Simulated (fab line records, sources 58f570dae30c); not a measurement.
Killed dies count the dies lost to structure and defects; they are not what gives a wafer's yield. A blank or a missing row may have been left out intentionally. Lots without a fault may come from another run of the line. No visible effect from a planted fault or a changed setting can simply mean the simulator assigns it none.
Split-lot trial :: flow berkeley cmos170 :: on a route of 331 steps: 5 lots, 23 wafers read

## ON THE SPLIT
At UCB170_V1_PEB_10, the setting peb temp c was moved away from the recipe's 130 C on 8 of the 23 wafers read, by -2.6% to +1.7%. All remaining wafers had this setting at the recipe value.

## FROM THE SPLIT TO THE READING: what the file shows between them, 4 steps
- UCB170_V1_DEVELOP_11: develop time 45 s
- UCB170_V1_CD_MEAS_12: target cd 700 nm
- UCB170_V1_ETCH_14: etches SiO2 in CHF3/CF4/Ar, stops on Al, target depth 1250 nm, time 291 s
- UCB170_V1_STRIP_15: strips in O2

## THE READING
At UCB170_V1_CD_MEAS_90: cd nm in nanometres, against a target cd of 700 nm. A value of 700.1 nm with a standard deviation of 1.6 nm is what fault-free wafers of this fab line usually give.

wafer: L074.1
tool, chamber at the split: litho track-03, 0
peb temp c as run, C: 132.2
against the recipe: +1.7%
cd nm, nm: 714.7
against lot-mates on the recipe: +13.0

wafer: L074.3
tool, chamber at the split: litho track-03, 0
peb temp c as run, C: 130
against the recipe: recipe
cd nm, nm: 701.8
against lot-mates on the recipe: -

wafer: L074.4
tool, chamber at the split: litho track-03, 0
peb temp c as run, C: 132.2
against the recipe: +1.7%
cd nm, nm: 714.7
against lot-mates on the recipe: +13.0

wafer: L074.5
tool, chamber at the split: litho track-03, 0
peb temp c as run, C: 130
against the recipe: recipe
cd nm, nm: 701.6
against lot-mates on the recipe: -

wafer: L074.6
tool, chamber at the split: litho track-03, 0
peb temp c as run, C: 132.2
against the recipe: +1.7%
cd nm, nm: 714.1
against lot-mates on the recipe: +12.4

wafer: L075.1
tool, chamber at the split: litho track-03, 0
peb temp c as run, C: 130
against the recipe: recipe
cd nm, nm: 699.9
against lot-mates on the recipe: -

wafer: L075.2
tool, chamber at the split: litho track-03, 0
peb temp c as run, C: 130
against the recipe: recipe
cd nm, nm: 700.4
against lot-mates on the recipe: -

wafer: L075.4
tool, chamber at the split: litho track-03, 0
peb temp c as run, C: 130
against the recipe: recipe
cd nm, nm: 701.2
against lot-mates on the recipe: -

wafer: L079.1
tool, chamber at the split: litho track-01, 0
peb temp c as run, C: 130
against the recipe: recipe
cd nm, nm: 698.5
against lot-mates on the recipe: -

wafer: L079.2
tool, chamber at the split: litho track-01, 0
peb temp c as run, C: 130
against the recipe: recipe
cd nm, nm: 696.4
against lot-mates on the recipe: -

wafer: L079.4
tool, chamber at the split: litho track-01, 0
peb temp c as run, C: 130
against the recipe: recipe
cd nm, nm: 698.6
against lot-mates on the recipe: -

wafer: L079.5
tool, chamber at the split: litho track-01, 0
peb temp c as run, C: 130
against the recipe: recipe
cd nm, nm: 697.6
against lot-mates on the recipe: -

wafer: L079.6
tool, chamber at the split: litho track-01, 0
peb temp c as run, C: 130
against the recipe: recipe
cd nm, nm: 697.6
against lot-mates on the recipe: -

wafer: L081.1
tool, chamber at the split: litho track-03, 0
peb temp c as run, C: 130
against the recipe: recipe
cd nm, nm: 702.4
against lot-mates on the recipe: -

wafer: L081.2
tool, chamber at the split: litho track-03, 0
peb temp c as run, C: 126.6
against the recipe: -2.6%
cd nm, nm: 676.8
against lot-mates on the recipe: -25.4

wafer: L081.3
tool, chamber at the split: litho track-03, 0
peb temp c as run, C: 130
against the recipe: recipe
cd nm, nm: 701.7
against lot-mates on the recipe: -

wafer: L081.4
tool, chamber at the split: litho track-03, 0
peb temp c as run, C: 130
against the recipe: recipe
cd nm, nm: 702.5
against lot-mates on the recipe: -

wafer: L081.6
tool, chamber at the split: litho track-03, 0
peb temp c as run, C: 126.6
against the recipe: -2.6%
cd nm, nm: 676.4
against lot-mates on the recipe: -25.8

wafer: L084.1
tool, chamber at the split: litho track-01, 0
peb temp c as run, C: 132.1
against the recipe: +1.6%
cd nm, nm: 711.9
against lot-mates on the recipe: +13.0

wafer: L084.2
tool, chamber at the split: litho track-01, 0
peb temp c as run, C: 132.1
against the recipe: +1.6%
cd nm, nm: 712.1
against lot-mates on the recipe: +13.2

wafer: L084.3
tool, chamber at the split: litho track-01, 0
peb temp c as run, C: 130
against the recipe: recipe
cd nm, nm: 699.2
against lot-mates on the recipe: -

wafer: L084.4
tool, chamber at the split: litho track-01, 0
peb temp c as run, C: 130
against the recipe: recipe
cd nm, nm: 698.6
against lot-mates on the recipe: -

wafer: L084.5
tool, chamber at the split: litho track-01, 0
peb temp c as run, C: 132.1
against the recipe: +1.6%
cd nm, nm: 713.5
against lot-mates on the recipe: +14.6

THE FIT
A straight line over all 23 wafers: cd nm changes by +8.58 nm for each +1% of peb temp c; r = +0.99; the points scatter about the line by 1.7 nm.
The same after taking each lot's own level away (the mean of its wafers on the recipe; 23 wafers): +8.89 nm for each +1%; r = +0.99; scatter 1.1 nm.
According to that fit, moving peb temp c by its largest amount changes the reading by 23 nm.
Across the lots, their own levels run from 697.74 to 702.20 nm, a range of 2.8 times the standard deviation given above.
The two slopes agree, so the slope changes little with the lot-to-lot level.
Check: for one of the wafers moved furthest among these (-2.6%), held out of the fit, the line's prediction against its lot-mates is -23.1 nm. It came out at -25.4 nm against them.

## FURTHER SPLITS ON THESE WAFERS
These wafers also went through other splits before the reading. Each is held against what the fit with the lots' levels taken away leaves over:
other split on the same wafers: UCB170_M1_METAL_ETCH_12 icp w
wafers away from the commonest value: 11
r with cd nm (lot level and that fit taken away): -0.14

## THE WHOLE CHAIN: every reading that the file lists as answering this split, in the file's order
step: UCB170_V1_CD_MEAS_12
what it does: target cd 700 nm
reading: cd nm
change (the file's fit): +8.99 nm for each +1% of the setting
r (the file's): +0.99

step: UCB170_V1_ETCH_14
what it does: etches SiO2 in CHF3/CF4/Ar, stops on Al, target depth 1250 nm, time 291 s
reading: V1.cd nm (the simulator's own value, which no gauge read)
change (the file's fit): +9.09 nm for each +1% of the setting
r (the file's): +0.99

step: UCB170_V1_CD_MEAS_90
what it does: target cd 700 nm
reading: cd nm
change (the file's fit): +8.98 nm for each +1% of the setting
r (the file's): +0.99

## THE FILE'S OWN FIT
cd nm changes by +8.98 nm for each +1% of peb temp c, r = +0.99.
